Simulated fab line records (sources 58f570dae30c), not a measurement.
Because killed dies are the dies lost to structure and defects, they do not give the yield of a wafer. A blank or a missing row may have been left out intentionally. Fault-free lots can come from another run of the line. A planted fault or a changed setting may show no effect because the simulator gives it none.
Commonality check across tools || flow berkeley cmos170 || 48 wafers sampled across 14 lots

## WHY THIS WAS OPENED
At UCB170_V2_CD_MEAS_12 the reading cd nm is flagged on 2 of 14 lots. Wafers without a fault read 700.2 nm, standard deviation 1.1.
Rule: flag the lot when none of its wafers has a number, or when each of its wafers that has one lies beyond 4 standard deviations from that mean. The rest of the lots are taken to be sound.

{"lot": "L311", "measured": "day 8 17:35", "on": "cd sem-02", "cd nm (nm), wafer by wafer": "701.3 700.7 701.6", "flag": ""}
{"lot": "L310", "measured": "day 8 17:58", "on": "cd sem-02", "cd nm (nm), wafer by wafer": "699.8 699.6 700.2", "flag": ""}
{"lot": "L312", "measured": "day 9 02:07", "on": "cd sem-01", "cd nm (nm), wafer by wafer": "699.8 700.2 698.4", "flag": ""}
{"lot": "L313", "measured": "day 9 08:46", "on": "cd sem-02", "cd nm (nm), wafer by wafer": "701.2 700.5 700.1", "flag": ""}
{"lot": "L314", "measured": "day 9 10:56", "on": "cd sem-01", "cd nm (nm), wafer by wafer": "700.8 701.6 701.5", "flag": ""}
{"lot": "L315", "measured": "day 9 19:07", "on": "cd sem-01", "cd nm (nm), wafer by wafer": "700.8 700.8 701.0", "flag": ""}
{"lot": "L318", "measured": "day 10 08:51", "on": "cd sem-01", "cd nm (nm), wafer by wafer": "699.6 700.5 701.0", "flag": ""}
{"lot": "L317", "measured": "day 10 10:02", "on": "cd sem-02", "cd nm (nm), wafer by wafer": "699.7 698.7 699.1", "flag": ""}
{"lot": "L321", "measured": "day 10 23:44", "on": "cd sem-01", "cd nm (nm), wafer by wafer": "719.5 719.1 718.6 719.1 719.2 718.6", "flag": "FLAGGED"}
{"lot": "L325", "measured": "day 11 06:22", "on": "cd sem-02", "cd nm (nm), wafer by wafer": "717.8 716.7 717.6 717.6 716.6 717.5", "flag": "FLAGGED"}
{"lot": "L326", "measured": "day 12 06:29", "on": "cd sem-01", "cd nm (nm), wafer by wafer": "700.3 699.7 700.8", "flag": ""}
{"lot": "L329", "measured": "day 12 11:04", "on": "cd sem-02", "cd nm (nm), wafer by wafer": "701.4 701.5 700.1", "flag": ""}
{"lot": "L327", "measured": "day 12 11:13", "on": "cd sem-02", "cd nm (nm), wafer by wafer": "700.3 701.1 700.0", "flag": ""}
{"lot": "L331", "measured": "day 12 18:08", "on": "cd sem-01", "cd nm (nm), wafer by wafer": "699.2 700.6 699.3", "flag": ""}
The numbers of the flagged lots are 718.2 nm on average: +18.0 nm against the usual, or +16 standard deviations.

## WHICH TOOL RAN EACH LOT
The record holds 3 process steps before the reading, out of a route of 331 steps. Cell contents, in order: the tool; ch with the chambers the sampled wafers went through; the start.
{"lot": "L311", "flag": "", "UCB170_SPACER_CVD_00": "pecvd-03 ch 1,2, day 7 06:05", "UCB170_V2_CMP_02": "cmp-02 ch 2,3, day 8 12:38", "UCB170_V2_SOFTBAKE_08": "litho track-02 ch 0, day 8 15:29"}
{"lot": "L310", "flag": "", "UCB170_SPACER_CVD_00": "pecvd-01 ch 0,1,2, day 7 05:22", "UCB170_V2_CMP_02": "cmp-02 ch 1,2, day 8 13:25", "UCB170_V2_SOFTBAKE_08": "litho track-02 ch 0, day 8 15:58"}
{"lot": "L312", "flag": "", "UCB170_SPACER_CVD_00": "pecvd-02 ch 0,1, day 7 17:18", "UCB170_V2_CMP_02": "cmp-01 ch 0,1,3, day 8 21:47", "UCB170_V2_SOFTBAKE_08": "litho track-03 ch 0, day 9 01:26"}
{"lot": "L313", "flag": "", "UCB170_SPACER_CVD_00": "pecvd-01 ch 1,2, day 7 22:12", "UCB170_V2_CMP_02": "cmp-02 ch 0,2,3, day 9 07:06", "UCB170_V2_SOFTBAKE_08": "litho track-03 ch 0, day 9 08:06"}
{"lot": "L314", "flag": "", "UCB170_SPACER_CVD_00": "pecvd-02 ch 0,1,2, day 7 22:34", "UCB170_V2_CMP_02": "cmp-02 ch 1,3, day 9 09:26", "UCB170_V2_SOFTBAKE_08": "litho track-01 ch 0, day 9 10:24"}
{"lot": "L315", "flag": "", "UCB170_SPACER_CVD_00": "pecvd-03 ch 0,1,2, day 8 04:11", "UCB170_V2_CMP_02": "cmp-02 ch 2,3, day 9 17:35", "UCB170_V2_SOFTBAKE_08": "litho track-03 ch 0, day 9 18:35"}
{"lot": "L318", "flag": "", "UCB170_SPACER_CVD_00": "pecvd-01 ch 0,1, day 8 19:48", "UCB170_V2_CMP_02": "cmp-02 ch 0,1,2, day 10 07:20", "UCB170_V2_SOFTBAKE_08": "litho track-01 ch 0, day 10 08:19"}
{"lot": "L317", "flag": "", "UCB170_SPACER_CVD_00": "pecvd-03 ch 0,1,2, day 8 19:48", "UCB170_V2_CMP_02": "cmp-02 ch 0,2,3, day 10 08:20", "UCB170_V2_SOFTBAKE_08": "litho track-02 ch 0, day 10 09:25"}
{"lot": "L321", "flag": "FLAGGED", "UCB170_SPACER_CVD_00": "pecvd-03 ch 1,2, day 9 11:01", "UCB170_V2_CMP_02": "cmp-02 ch 1,2, day 10 21:55", "UCB170_V2_SOFTBAKE_08": "litho track-01 ch 0, day 10 22:52"}
{"lot": "L325", "flag": "FLAGGED", "UCB170_SPACER_CVD_00": "pecvd-01 ch 0,2, day 9 18:11", "UCB170_V2_CMP_02": "cmp-01 ch 1,2,3, day 11 02:13", "UCB170_V2_SOFTBAKE_08": "litho track-01 ch 0, day 11 05:17"}
{"lot": "L326", "flag": "", "UCB170_SPACER_CVD_00": "pecvd-01 ch 0,1,2, day 11 00:25", "UCB170_V2_CMP_02": "cmp-02 ch 0,2,3, day 12 04:06", "UCB170_V2_SOFTBAKE_08": "litho track-03 ch 0, day 12 05:47"}
{"lot": "L329", "flag": "", "UCB170_SPACER_CVD_00": "pecvd-03 ch 0,2, day 11 00:31", "UCB170_V2_CMP_02": "cmp-02 ch 0,2,3, day 12 07:43", "UCB170_V2_SOFTBAKE_08": "litho track-03 ch 0, day 12 09:39"}
{"lot": "L327", "flag": "", "UCB170_SPACER_CVD_00": "pecvd-02 ch 1,2, day 11 00:24", "UCB170_V2_CMP_02": "cmp-02 ch 0,1,3, day 12 07:22", "UCB170_V2_SOFTBAKE_08": "litho track-02 ch 0, day 12 09:37"}
{"lot": "L331", "flag": "", "UCB170_SPACER_CVD_00": "pecvd-02 ch 0,2, day 11 08:46", "UCB170_V2_CMP_02": "cmp-02 ch 1,2,3, day 12 16:12", "UCB170_V2_SOFTBAKE_08": "litho track-02 ch 0, day 12 17:24"}
What the steps here do:
- UCB170_SPACER_CVD_00: deposits SiO2 from TEOS/O2, target thk 376 nm, time 47 s.
- UCB170_V2_CMP_02: polishes SiO2.
- UCB170_V2_SOFTBAKE_08: time 60 s.
- UCB170_V2_CD_MEAS_12: target cd 700 nm.

## FLAGGED OVER TOTAL, TOOL BY TOOL (the gauges that took the reading come last)
{"step": "UCB170_SPACER_CVD_00", "tool": "pecvd-01", "lots run": 5, "flagged": 1, "share of the flagged lots": "some", "sound lots run after its first flagged lot": "1 (L326)"}
{"step": "UCB170_SPACER_CVD_00", "tool": "pecvd-02", "lots run": 4, "flagged": 0, "share of the flagged lots": "none", "sound lots run after its first flagged lot": "-"}
{"step": "UCB170_SPACER_CVD_00", "tool": "pecvd-03", "lots run": 5, "flagged": 1, "share of the flagged lots": "some", "sound lots run after its first flagged lot": "1 (L329)"}
{"step": "UCB170_V2_CMP_02", "tool": "cmp-01", "lots run": 2, "flagged": 1, "share of the flagged lots": "some", "sound lots run after its first flagged lot": 0}
{"step": "UCB170_V2_CMP_02", "tool": "cmp-02", "lots run": 12, "flagged": 1, "share of the flagged lots": "some", "sound lots run after its first flagged lot": "4 (L326,L327,L329,L331)"}
{"step": "UCB170_V2_SOFTBAKE_08", "tool": "litho track-01", "lots run": 4, "flagged": 2, "share of the flagged lots": "all", "sound lots run after its first flagged lot": 0}
{"step": "UCB170_V2_SOFTBAKE_08", "tool": "litho track-02", "lots run": 5, "flagged": 0, "share of the flagged lots": "none", "sound lots run after its first flagged lot": "-"}
{"step": "UCB170_V2_SOFTBAKE_08", "tool": "litho track-03", "lots run": 5, "flagged": 0, "share of the flagged lots": "none", "sound lots run after its first flagged lot": "-"}
{"step": "UCB170_V2_CD_MEAS_12", "tool": "cd sem-01", "lots run": 7, "flagged": 1, "share of the flagged lots": "some", "sound lots run after its first flagged lot": "2 (L326,L331)"}
{"step": "UCB170_V2_CD_MEAS_12", "tool": "cd sem-02", "lots run": 7, "flagged": 1, "share of the flagged lots": "some", "sound lots run after its first flagged lot": "2 (L329,L327)"}

## THE TABLE: WHAT IT ALLOWS
All flagged lots share 1 row of the table, namely litho track-01 at UCB170_V2_SOFTBAKE_08.
- litho track-01 at UCB170_V2_SOFTBAKE_08 ran 4 lots, 2 of them flagged. Last sound lot L318 at day 10 08:19, first flagged lot L321 at day 10 22:52; a fault beginning in between fits. Its own readings (heater power total W, plate temp C) fall more than 4 standard deviations out on all wafers of the flagged lots.
One tool is left: litho track-01 at UCB170_V2_SOFTBAKE_08.

## WHAT WAS PUT IN BY THE SIMULATOR
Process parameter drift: litho track-01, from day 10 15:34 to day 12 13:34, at UCB170_V2_SOFTBAKE_08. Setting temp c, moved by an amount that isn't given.
Lots struck among those shown: L321, L325. Same finding as the rule above.
